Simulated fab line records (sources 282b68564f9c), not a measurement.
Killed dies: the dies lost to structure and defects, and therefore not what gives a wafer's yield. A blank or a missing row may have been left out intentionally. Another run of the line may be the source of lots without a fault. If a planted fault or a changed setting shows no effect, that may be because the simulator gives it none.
Shared-tool check | flow rit_cmos | Sample size 15 lots and 54 wafers

## WHY THIS WAS OPENED
Of 15 lots, 3 have the reading CONTACT_OVL flagged at RIT_CONTACT_OVL_MEAS_09. No-fault wafers: -0.6 nm, standard deviation 1.5.
Rule: a lot gets a flag if all its wafers with a number sit over 4 standard deviations from that mean, or if no wafer of it has a number. All remaining lots are regarded as sound.

lot  | measured    | on         | CONTACT_OVL (nm), wafer by wafer          | flag
L223 | day 3 20:40 | overlay-01 | 1.3 -0.6 0.0                              |
L224 | day 3 22:01 | overlay-02 | -1.0 -1.2 -1.2                            |
L225 | day 4 02:25 | overlay-02 | -2.2 -2.2 -2.5                            |
L226 | day 4 04:04 | overlay-02 | -2.1 -2.9 -3.0                            |
L227 | day 4 06:28 | overlay-02 | -0.4 0.7 0.7                              |
L229 | day 4 20:51 | overlay-02 | 0.2 0.3 1.5                               |
L230 | day 4 22:41 | overlay-02 | -1.3 -0.6 -1.2                            |
L231 | day 5 06:21 | overlay-02 | -0.2 -2.1 -3.2                            |
L232 | day 5 10:58 | overlay-01 | -1.0 -1.1 0.9                             |
L234 | day 6 00:24 | overlay-01 | -2.7 -2.5 -4.7                            |
L236 | day 6 07:15 | overlay-01 | -148.9 -149.3 -148.9 -148.7 -148.0 -147.7 | FLAGGED
L240 | day 7 02:42 | overlay-01 | -151.7 -151.5 -151.1 -150.7 -150.9 -149.5 | FLAGGED
L241 | day 7 05:35 | overlay-02 | -150.7 -146.8 -148.6 -149.5 -145.2 -147.7 | FLAGGED
L242 | day 7 09:32 | overlay-02 | 0.2 0.8 1.7                               |
L243 | day 7 15:00 | overlay-02 | -0.8 1.1 0.8                              |
Averaged over the flagged lots the numbers come to -149.2 nm, -148.6 nm from the usual (-99 or more standard deviations).

## TOOL THAT RAN EACH LOT
2 process steps preceding the reading are held in the record, out of 202 steps in the route. Cell contents, in order: the tool; ch with the chambers the sampled wafers went through; the start.
lot  | flag    | RIT_GATE_STRIP_20                   | RIT_CONTACT_EXPOSE_05
L223 |         | plasma_asher-02 ch 0,1, day 3 03:45 | iline_stepper-02 ch 0, day 3 20:02
L224 |         | plasma_asher-04 ch 0,1, day 3 04:00 | iline_stepper-02 ch 0, day 3 21:22
L225 |         | plasma_asher-04 ch 0,1, day 3 11:19 | iline_stepper-02 ch 0, day 4 01:49
L226 |         | plasma_asher-01 ch 0,1, day 3 11:28 | iline_stepper-01 ch 0, day 4 03:23
L227 |         | plasma_asher-04 ch 1, day 3 15:18   | iline_stepper-02 ch 0, day 4 05:49
L229 |         | plasma_asher-02 ch 0,1, day 4 03:43 | iline_stepper-02 ch 0, day 4 20:15
L230 |         | plasma_asher-01 ch 0,1, day 4 06:58 | iline_stepper-01 ch 0, day 4 22:03
L231 |         | plasma_asher-01 ch 0,1, day 4 15:31 | iline_stepper-01 ch 0, day 5 05:43
L232 |         | plasma_asher-01 ch 0,1, day 4 19:35 | iline_stepper-01 ch 0, day 5 10:21
L234 |         | plasma_asher-01 ch 0,1, day 5 08:29 | iline_stepper-01 ch 0, day 5 23:46
L236 | FLAGGED | plasma_asher-04 ch 0,1, day 5 15:42 | iline_stepper-02 ch 0, day 6 06:37
L240 | FLAGGED | plasma_asher-04 ch 0,1, day 6 12:07 | iline_stepper-02 ch 0, day 7 02:05
L241 | FLAGGED | plasma_asher-04 ch 0,1, day 6 14:34 | iline_stepper-02 ch 0, day 7 04:56
L242 |         | plasma_asher-01 ch 0,1, day 6 18:11 | iline_stepper-01 ch 0, day 7 08:55
L243 |         | plasma_asher-01 ch 0,1, day 6 23:39 | iline_stepper-01 ch 0, day 7 14:23
These steps, and what they do:
- RIT_GATE_STRIP_20: strips in O2, time 180 s.
- RIT_CONTACT_EXPOSE_05: exposes mask M11, target cd 1000 nm.
- RIT_CONTACT_OVL_MEAS_09

## FLAGGED OVER TOTAL, TOOL BY TOOL (the gauges that took the reading come last)
step                    | tool             | lots run | flagged | share of the flagged lots | sound lots run after its first flagged lot
RIT_GATE_STRIP_20       | plasma_asher-01  | 7        | 0       | none                      | -
RIT_GATE_STRIP_20       | plasma_asher-02  | 2        | 0       | none                      | -
RIT_GATE_STRIP_20       | plasma_asher-04  | 6        | 3       | all                       | 0
RIT_CONTACT_EXPOSE_05   | iline_stepper-01 | 7        | 0       | none                      | -
RIT_CONTACT_EXPOSE_05   | iline_stepper-02 | 8        | 3       | all                       | 0
RIT_CONTACT_OVL_MEAS_09 | overlay-01       | 5        | 2       | some                      | 0
RIT_CONTACT_OVL_MEAS_09 | overlay-02       | 10       | 1       | some                      | 2 (L242,L243)

## WHAT THE TABLE ALLOWS
2 rows of the table ran every flagged lot: plasma_asher-04 at RIT_GATE_STRIP_20, iline_stepper-02 at RIT_CONTACT_EXPOSE_05.
- plasma_asher-04 at RIT_GATE_STRIP_20: 3 of its 6 lots flagged. Last sound lot L227 at day 3 15:18, first flagged lot L236 at day 5 15:42; a fault beginning in between fits.
- iline_stepper-02 at RIT_CONTACT_EXPOSE_05: 3 of its 8 lots flagged. Last sound lot L229 at day 4 20:15, first flagged lot L236 at day 6 06:37; a fault beginning in between fits.
Because each of these 2 tools fits a fault that began at some hour, counting lots does not separate them. More lots, or a look at what each step does to the wafer, might.

## WHAT THE SIMULATOR HAD PUT IN
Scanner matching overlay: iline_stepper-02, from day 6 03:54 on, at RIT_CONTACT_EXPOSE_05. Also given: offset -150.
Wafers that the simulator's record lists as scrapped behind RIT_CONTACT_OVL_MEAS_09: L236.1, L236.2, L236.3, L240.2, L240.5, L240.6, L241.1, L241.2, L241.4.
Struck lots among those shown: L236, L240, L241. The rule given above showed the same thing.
